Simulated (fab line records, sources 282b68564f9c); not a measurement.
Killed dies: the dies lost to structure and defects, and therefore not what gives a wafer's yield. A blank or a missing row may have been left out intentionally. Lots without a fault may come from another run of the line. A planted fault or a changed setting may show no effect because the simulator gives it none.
Check for tools in common + flow rit_cmos + 14 lots and 48 wafers in the sample

== WHY THIS WAS OPENED ==
At RIT_PLDD_TW_MEAS_10 the reading PLDD_TW is flagged on 2 of 14 lots. Wafers without a fault read 2337, standard deviation 23.
Rule: a lot is flagged when every wafer of it that has a number lies more than 4 standard deviations from that mean, or none has a number. The other lots count as sound.

| lot  | measured    | on            | PLDD_TW, wafer by wafer       | flag    |
|------|-------------|---------------|-------------------------------|---------|
| L482 | day 2 21:46 | film_metro-03 | 2372 2360 2370                |         |
| L483 | day 3 00:11 | film_metro-02 | 2313 2311 2298                |         |
| L484 | day 3 05:04 | film_metro-03 | 2356 2367 2388                |         |
| L485 | day 3 11:58 | film_metro-04 | 2323 2344 2341                |         |
| L487 | day 3 21:24 | film_metro-03 | 2372 2368 2359                |         |
| L488 | day 4 03:29 | film_metro-03 | 2355 2360 2351                |         |
| L492 | day 4 22:46 | film_metro-02 | 2287 2280 2303                |         |
| L493 | day 5 04:05 | film_metro-03 | 2361 2362 2360                |         |
| L495 | day 5 13:55 | film_metro-02 | 2602 2586 2592 2592 2584 2588 | FLAGGED |
| L496 | day 5 21:15 | film_metro-04 | 2627 2630 2621 2622 2626 2621 | FLAGGED |
| L500 | day 6 16:05 | film_metro-04 | 2349 2341 2348                |         |
| L501 | day 6 19:38 | film_metro-04 | 2355 2352 2343                |         |
| L504 | day 7 12:28 | film_metro-03 | 2362 2357 2362                |         |
| L505 | day 7 20:38 | film_metro-04 | 2327 2314 2328                |         |
The mean of the flagged lots' numbers is 2608, +271 from the usual (+12 standard deviations).

== EACH LOT AND THE TOOL IT RAN ON ==
The record keeps 1 process step preceding the reading, out of 202 steps on the route. Each cell gives the tool, then ch followed by the chambers the sampled wafers passed through, then the start.
| lot  | flag    | RIT_PLDD_IMPLANT_08            |
|------|---------|--------------------------------|
| L482 |         | implanter-03 ch 0, day 2 21:28 |
| L483 |         | implanter-03 ch 0, day 2 23:53 |
| L484 |         | implanter-02 ch 0, day 3 04:44 |
| L485 |         | implanter-01 ch 0, day 3 11:38 |
| L487 |         | implanter-02 ch 0, day 3 21:05 |
| L488 |         | implanter-03 ch 0, day 4 03:09 |
| L492 |         | implanter-02 ch 0, day 4 22:26 |
| L493 |         | implanter-03 ch 0, day 5 03:46 |
| L495 | FLAGGED | implanter-02 ch 0, day 5 13:35 |
| L496 | FLAGGED | implanter-02 ch 0, day 5 20:55 |
| L500 |         | implanter-01 ch 0, day 6 15:45 |
| L501 |         | implanter-03 ch 0, day 6 19:19 |
| L504 |         | implanter-03 ch 0, day 7 12:10 |
| L505 |         | implanter-03 ch 0, day 7 20:19 |
What is done by these steps:
- RIT_PLDD_IMPLANT_08
- RIT_PLDD_TW_MEAS_10

== FLAGGED AGAINST TOTAL, ONE TOOL AT A TIME (gauges that did the reading follow at the end) ==
| step                | tool          | lots run | flagged | share of the flagged lots | sound lots run after its first flagged lot |
|---------------------|---------------|----------|---------|---------------------------|--------------------------------------------|
| RIT_PLDD_IMPLANT_08 | implanter-01  | 2        | 0       | none                      | -                                          |
| RIT_PLDD_IMPLANT_08 | implanter-02  | 5        | 2       | all                       | 0                                          |
| RIT_PLDD_IMPLANT_08 | implanter-03  | 7        | 0       | none                      | -                                          |
| RIT_PLDD_TW_MEAS_10 | film_metro-02 | 3        | 1       | some                      | 0                                          |
| RIT_PLDD_TW_MEAS_10 | film_metro-03 | 6        | 0       | none                      | -                                          |
| RIT_PLDD_TW_MEAS_10 | film_metro-04 | 5        | 1       | some                      | 3 (L500,L501,L505)                         |

== THE TABLE: WHAT IT ALLOWS ==
Rows of the table that ran each flagged lot: 1, that is implanter-02 at RIT_PLDD_IMPLANT_08.
- implanter-02 at RIT_PLDD_IMPLANT_08 ran 5 lots, 2 of them flagged. Its last sound lot is L492 (day 4 22:26), its first flagged lot L495 (day 5 13:35): a fault that began between those two fits. Its own readings lie more than 4 standard deviations out on every wafer of the flagged lots: dose_ions_cm2, faraday_current_uA.
Left over: one tool, implanter-02 at RIT_PLDD_IMPLANT_08.

== WHAT THE SIMULATOR HAD INSERTED ==
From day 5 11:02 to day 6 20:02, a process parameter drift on implanter-02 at RIT_PLDD_IMPLANT_08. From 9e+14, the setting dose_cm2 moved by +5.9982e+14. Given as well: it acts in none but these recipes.
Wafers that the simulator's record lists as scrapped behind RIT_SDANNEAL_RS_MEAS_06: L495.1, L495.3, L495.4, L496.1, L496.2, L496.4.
Lots struck among those shown: L495, L496. The same result came from the rule above.
